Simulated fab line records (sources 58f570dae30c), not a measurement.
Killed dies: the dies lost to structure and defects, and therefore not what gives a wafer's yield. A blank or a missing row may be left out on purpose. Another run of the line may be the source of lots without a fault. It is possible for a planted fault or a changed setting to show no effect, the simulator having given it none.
One fault seen from 2 desks :: flow berkeley_cmos170 :: only its own numbers are on each desk; what lay behind them is given at the end

## FOR THE TOOL OWNER'S DESK: litho_track-03
For each lot that ran on this tool, the mean over its sampled wafers that have a number, from the tool's own readings at UCB170_NVT_PEB_04. Marked OUT: a lot whose mean sits more than 4 standard deviations from the usual mean, which makes it out of limits; the brackets give that distance.
Columns: A = chill_plate_temp_C at UCB170_NVT_PEB_04, usual 23.01 C; B = exhaust_pa at UCB170_NVT_PEB_04, usual 45.2 Pa; C = heater_power_total_W at UCB170_NVT_PEB_04, usual 56.80 W; D = resist_line_temp_C at UCB170_NVT_PEB_04, usual 23.01 C
lot: L960
first seen here: day 7 02:59
A: 23.02
B: 43.8
C: 56.81
D: 23.03

lot: L972
first seen here: day 9 16:13
A: 23.03
B: 45.0
C: 56.83
D: 22.84

lot: L975
first seen here: day 10 00:44
A: 23.05
B: 45.6
C: 56.79
D: 23.07
This desk's finding: nothing out of limits on any of the 3 lots.

## AT THE METROLOGY DESK
Lot by lot, what the gauges showed, no matter which tool ran the lot: averages of those sampled wafers that carry a number. Marked OUT: a lot whose mean sits more than 4 standard deviations from the usual mean, which makes it out of limits; the brackets give that distance.
Columns: A = PWELL_OVL at UCB170_PWELL_OVL_MEAS_13, usual -1 nm; B = ACTIVE_OVL at UCB170_ACTIVE_OVL_MEAS_14, usual -3 nm
lot: L956
first seen here: day 2 21:43
A: 5
B: 2

lot: L960
first seen here: day 4 04:50
A: 5
B: -7

lot: L964
first seen here: day 5 05:43
A: 1
B: -1

lot: L966
first seen here: day 5 05:46
A: 0
B: -8

lot: L967
first seen here: day 5 23:06
A: 1
B: -1

lot: L968
first seen here: day 5 23:23
A: 1
B: -2

lot: L969
first seen here: day 6 03:28
A: 6
B: 4

lot: L972
first seen here: day 6 10:31
A: -3
B: -5

lot: L973
first seen here: day 6 20:34
A: 2
B: -0

lot: L975
first seen here: day 7 01:17
A: -3
B: -8

lot: L974
first seen here: day 7 01:31
A: -4
B: -1

lot: L976
first seen here: day 7 11:39
A: 2
B: -1

lot: L977
first seen here: day 7 17:27
A: 3
B: -6

lot: L979
first seen here: day 8 03:40
A: -4
B: 2

lot: L978
first seen here: day 8 04:02
A: 1
B: 4
This desk's finding: nothing out of limits on any of the 15 lots.

## ALL TOGETHER
The desk of the tool owner found nothing out of limits.
From the metrology desk's view, nothing was out of limits.

## WHAT THE SIMULATOR HAD INSERTED
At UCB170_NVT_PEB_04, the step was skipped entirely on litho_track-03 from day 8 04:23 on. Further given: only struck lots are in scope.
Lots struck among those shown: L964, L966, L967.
